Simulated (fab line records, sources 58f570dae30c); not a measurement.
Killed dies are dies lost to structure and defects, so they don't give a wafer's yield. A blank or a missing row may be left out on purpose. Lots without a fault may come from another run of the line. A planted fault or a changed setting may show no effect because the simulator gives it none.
Which tool did it? | flow berkeley_cmos170 | 14 lots, 42 wafers sampled, at 6 steps of a route of 331

WHAT THE GAUGES READ, wafer by wafer
UCB170_SDANNEAL_RS_MEAS_02: measures by four-point-probe. Usual: PSD_RS 75.6 ohm/sq, standard deviation 0.32.
lot  | measured     | on            | PSD_RS (ohm/sq) | flag
L511 | day 8 08:55  | film_metro-03 | 75.6 75.4 75.4  |
L510 | day 8 09:33  | film_metro-03 | 75.3 75.5 75.6  |
L513 | day 8 12:31  | film_metro-02 | 76.0 75.9 75.7  |
L512 | day 8 12:56  | film_metro-03 | 75.2 75.6 75.3  |
L515 | day 9 00:15  | film_metro-01 | 75.4 75.5 75.5  |
L516 | day 9 00:41  | film_metro-03 | 75.4 75.4 75.4  |
L518 | day 9 23:59  | film_metro-02 | 75.5 75.7 75.2  |
L520 | day 10 13:50 | film_metro-01 | 76.8 76.5 76.5  | OFF
L519 | day 10 14:29 | film_metro-03 | 75.9 75.8 75.5  |
L521 | day 10 14:54 | film_metro-02 | 77.4 77.4 77.3  | OFF
L529 | day 11 06:34 | film_metro-03 | 75.8 75.5 75.9  |
L527 | day 11 17:25 | film_metro-03 | 75.8 75.3 75.7  |
L526 | day 11 17:52 | film_metro-02 | 75.0 74.9 75.1  |
L533 | day 12 08:08 | film_metro-03 | 75.3 75.8 75.2  |

UCB170_M2_CD_MEAS_90: target cd 700 nm. Usual: cd_nm 698 nm, standard deviation 3.4.
lot  | measured     | on        | cd_nm (nm)  | flag
L511 | day 9 02:35  | cd_sem-01 | 704 704 702 |
L510 | day 9 03:50  | cd_sem-01 | 699 701 703 |
L513 | day 9 05:55  | cd_sem-02 | 702 701 703 |
L512 | day 9 09:30  | cd_sem-02 | 701 700 700 |
L515 | day 9 22:02  | cd_sem-02 | 697 701 700 |
L516 | day 9 17:31  | cd_sem-02 | 705 698 704 |
L518 | day 10 15:08 | cd_sem-01 | 700 698 703 |
L520 | day 11 08:48 | cd_sem-01 | 696 698 699 |
L519 | day 11 09:59 | cd_sem-02 | 695 696 702 |
L521 | day 11 10:38 | cd_sem-02 | 694 698 693 |
L529 | day 12 03:56 | cd_sem-01 | 700 694 696 |
L527 | day 12 08:40 | cd_sem-01 | 698 700 699 |
L526 | day 12 09:54 | cd_sem-01 | 697 695 692 |
L533 | day 12 22:55 | cd_sem-02 | 698 693 694 |

UCB170_M3_RS_MEAS_02: measures by four-point-probe. Usual: M3_AL_RS 0.0322 ohm/sq, standard deviation 0.00035.
lot  | measured     | on            | M3_AL_RS (ohm/sq)    | flag
L511 | day 9 05:21  | film_metro-02 | 0.0321 0.0322 0.0324 |
L510 | day 9 07:03  | film_metro-03 | 0.0326 0.0324 0.0324 |
L513 | day 9 08:48  | film_metro-01 | 0.0319 0.0318 0.0319 |
L512 | day 9 12:49  | film_metro-02 | 0.0325 0.0324 0.0323 |
L515 | day 10 01:49 | film_metro-01 | 0.0322 0.0325 0.0320 |
L516 | day 9 20:52  | film_metro-02 | 0.0320 0.0321 0.0324 |
L518 | day 10 17:47 | film_metro-01 | 0.0328 0.0322 0.0327 |
L520 | day 11 11:46 | film_metro-03 | 0.0321 0.0322 0.0320 |
L519 | day 11 13:53 | film_metro-01 | 0.0323 0.0324 0.0323 |
L521 | day 11 14:25 | film_metro-02 | 0.0324 0.0323 0.0323 |
L529 | day 12 07:59 | film_metro-02 | 0.0322 0.0323 0.0323 |
L527 | day 12 12:06 | film_metro-01 | 0.0331 0.0329 0.0330 |
L526 | day 12 13:41 | film_metro-03 | 0.0320 0.0318 0.0316 |
L533 | day 13 01:40 | film_metro-01 | 0.0318 0.0319 0.0321 |

WHICH TOOL RAN EACH LOT (tool, then ch and the chambers of the sampled wafers, then the start)
lot  | UCB170_PSD_IMPLANT_08           | UCB170_PSD_STRIP_09                  | UCB170_V2_CVD_00
L511 | implanter-01 ch 0, day 8 01:41  | plasma_asher-04 ch 0,1, day 8 01:48  | pecvd-03 ch 1,2, day 9 02:41
L510 | implanter-01 ch 0, day 8 02:14  | plasma_asher-04 ch 0,1, day 8 02:23  | pecvd-04 ch 0,2, day 9 03:57
L513 | implanter-02 ch 0, day 8 07:53  | plasma_asher-04 ch 0,1, day 8 08:02  | pecvd-04 ch 0,1, day 9 06:02
L512 | implanter-01 ch 0, day 8 08:13  | plasma_asher-01 ch 0,1, day 8 08:21  | pecvd-03 ch 0,1,2, day 9 09:35
L515 | implanter-03 ch 0, day 8 19:14  | plasma_asher-03 ch 1, day 8 19:22    | pecvd-04 ch 0,1, day 9 22:08
L516 | implanter-01 ch 0, day 8 19:36  | plasma_asher-04 ch 0,1, day 8 19:45  | pecvd-03 ch 0,1,2, day 9 17:38
L518 | implanter-03 ch 0, day 9 19:41  | plasma_asher-03 ch 0,1, day 9 19:50  | pecvd-03 ch 0,1, day 10 15:15
L520 | implanter-01 ch 0, day 10 09:40 | plasma_asher-01 ch 1, day 10 09:48   | pecvd-04 ch 1, day 11 08:54
L519 | implanter-03 ch 0, day 10 10:05 | plasma_asher-03 ch 0,1, day 10 10:13 | pecvd-03 ch 1,2, day 11 10:04
L521 | implanter-01 ch 0, day 10 10:20 | plasma_asher-01 ch 0,1, day 10 10:27 | pecvd-04 ch 0,1, day 11 10:44
L529 | implanter-03 ch 0, day 10 22:59 | plasma_asher-03 ch 0,1, day 10 23:07 | pecvd-03 ch 0,1,2, day 12 04:02
L527 | implanter-02 ch 0, day 11 13:01 | plasma_asher-01 ch 0,1, day 11 13:10 | pecvd-01 ch 0,1,2, day 12 08:47
L526 | implanter-03 ch 0, day 11 13:34 | plasma_asher-04 ch 0,1, day 11 13:43 | pecvd-03 ch 0,1,2, day 12 10:01
L533 | implanter-03 ch 0, day 12 03:50 | plasma_asher-03 ch 0,1, day 12 03:58 | pecvd-01 ch 1,2, day 12 23:01
- UCB170_PSD_IMPLANT_08
- UCB170_PSD_STRIP_09: strips in O2.
- UCB170_V2_CVD_00: deposits SiO2 from TEOS/O2, target thk 2000 nm, time 250 s.

WHAT THE TOOLS THEMSELVES READ (means of the sampled wafers that have a number; where no wafer has one, the mark that the record gives instead)
UCB170_PSD_IMPLANT_08. Usual: beam_energy_keV 19.999, standard deviation 0.0061.
lot  | tool         | beam_energy_keV | flag
L511 | implanter-01 | 20.006          |
L510 | implanter-01 | 19.997          |
L513 | implanter-02 | 20.000          |
L512 | implanter-01 | 20.000          |
L515 | implanter-03 | 20.001          |
L516 | implanter-01 | 20.001          |
L518 | implanter-03 | 20.006          |
L520 | implanter-01 | 18.001          | OFF
L519 | implanter-03 | 20.000          |
L521 | implanter-01 | 17.996          | OFF
L529 | implanter-03 | 19.990          |
L527 | implanter-02 | 20.000          |
L526 | implanter-03 | 19.997          |
L533 | implanter-03 | 20.001          |

UCB170_PSD_STRIP_09. Usual: drypump_motor_current_A 5.8 A, standard deviation 0.58; oes_product_au 0.600 a.u., standard deviation 0.0045; strip_time_to_endpoint_s 29.40 s, standard deviation 0.064.
lot  | tool            | drypump_motor_current_A (A) | oes_product_au (a.u.) | strip_time_to_endpoint_s (s) | flag
L511 | plasma_asher-04 | 5.6                         | 0.598                 | 29.39                        |
L510 | plasma_asher-04 | 6.2                         | 0.598                 | 29.42                        |
L513 | plasma_asher-04 | 5.6                         | 0.594                 | 29.43                        |
L512 | plasma_asher-01 | 5.6                         | 0.604                 | 29.43                        |
L515 | plasma_asher-03 | 6.5                         | 0.596                 | 29.43                        |
L516 | plasma_asher-04 | 6.2                         | 0.598                 | 29.35                        |
L518 | plasma_asher-03 | 5.8                         | 0.598                 | 29.40                        |
L520 | plasma_asher-01 | 5.5                         | 0.611                 | 28.57                        | OFF
L519 | plasma_asher-03 | 5.7                         | 0.603                 | 29.26                        |
L521 | plasma_asher-01 | 5.5                         | 0.616                 | 28.57                        | OFF
L529 | plasma_asher-03 | 5.8                         | 0.595                 | 29.42                        |
L527 | plasma_asher-01 | 5.6                         | 0.602                 | 29.35                        |
L526 | plasma_asher-04 | 6.2                         | 0.600                 | 29.46                        |
L533 | plasma_asher-03 | 6.2                         | 0.601                 | 29.42                        |

UCB170_V2_CVD_00. Usual: heater_power_w 272 W, standard deviation 56; susceptor_temp_C 389.98 C, standard deviation 0.22.
lot  | tool     | heater_power_w (W) | susceptor_temp_C (C) | flag
L511 | pecvd-03 | 275                | 389.99               |
L510 | pecvd-04 | 311                | 390.04               |
L513 | pecvd-04 | 312                | 389.86               |
L512 | pecvd-03 | 256                | 389.96               |
L515 | pecvd-04 | 329                | 389.92               |
L516 | pecvd-03 | 279                | 390.09               |
L518 | pecvd-03 | 297                | 389.92               |
L520 | pecvd-04 | 293                | 390.12               |
L519 | pecvd-03 | 241                | 389.95               |
L521 | pecvd-04 | 293                | 390.21               |
L529 | pecvd-03 | 268                | 389.77               |
L527 | pecvd-01 | 216                | 389.95               |
L526 | pecvd-03 | 310                | 389.99               |
L533 | pecvd-01 | 235                | 390.09               |

THE ANSWER, worked out from the rows above alone
Rule: a lot is off if the mean of its wafers that have a number lies more than 3 standard deviations from the usual mean. A lot without any number at a reading at which 4 lots or more have one is off too. The other lots that the step has rows for count as sound. The gauges are gone through in route order, then the tools' own readings, and for those a lot's mean is taken as printed above. The first step at which some lot is off is used, and at that step the reading that is off furthest; a lot without a number counts as furthest.
Off: L520, L521, at UCB170_SDANNEAL_RS_MEAS_02 (PSD_RS).
A tool fits if, at a process step before that reading, it ran every lot that is off, and no sound lot after the first of them. The gauges at UCB170_SDANNEAL_RS_MEAS_02 aren't tried: what is off there is off at UCB170_PSD_IMPLANT_08 too, on other tools, and a gauge's error can't cause that. One fits: implanter-01 at UCB170_PSD_IMPLANT_08. Its last sound lot is L516 (day 8 19:36), its first lot that is off L520 (day 10 09:40): a fault that began between those two fits.
The tool's own readings at UCB170_PSD_IMPLANT_08 bear it out: on the lots that are off they differ by more than 5 times the standard deviation of the sound lots' means. beam_energy_keV reads 17.998 there against 20.000 on the sound lots.

WHAT THE SIMULATOR HAD PUT IN
Process parameter drift: implanter-01, from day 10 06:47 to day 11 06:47, at UCB170_PSD_IMPLANT_08. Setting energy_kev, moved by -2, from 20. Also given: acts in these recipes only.
Lots struck among those shown: L520, L521. The rule above found the same.
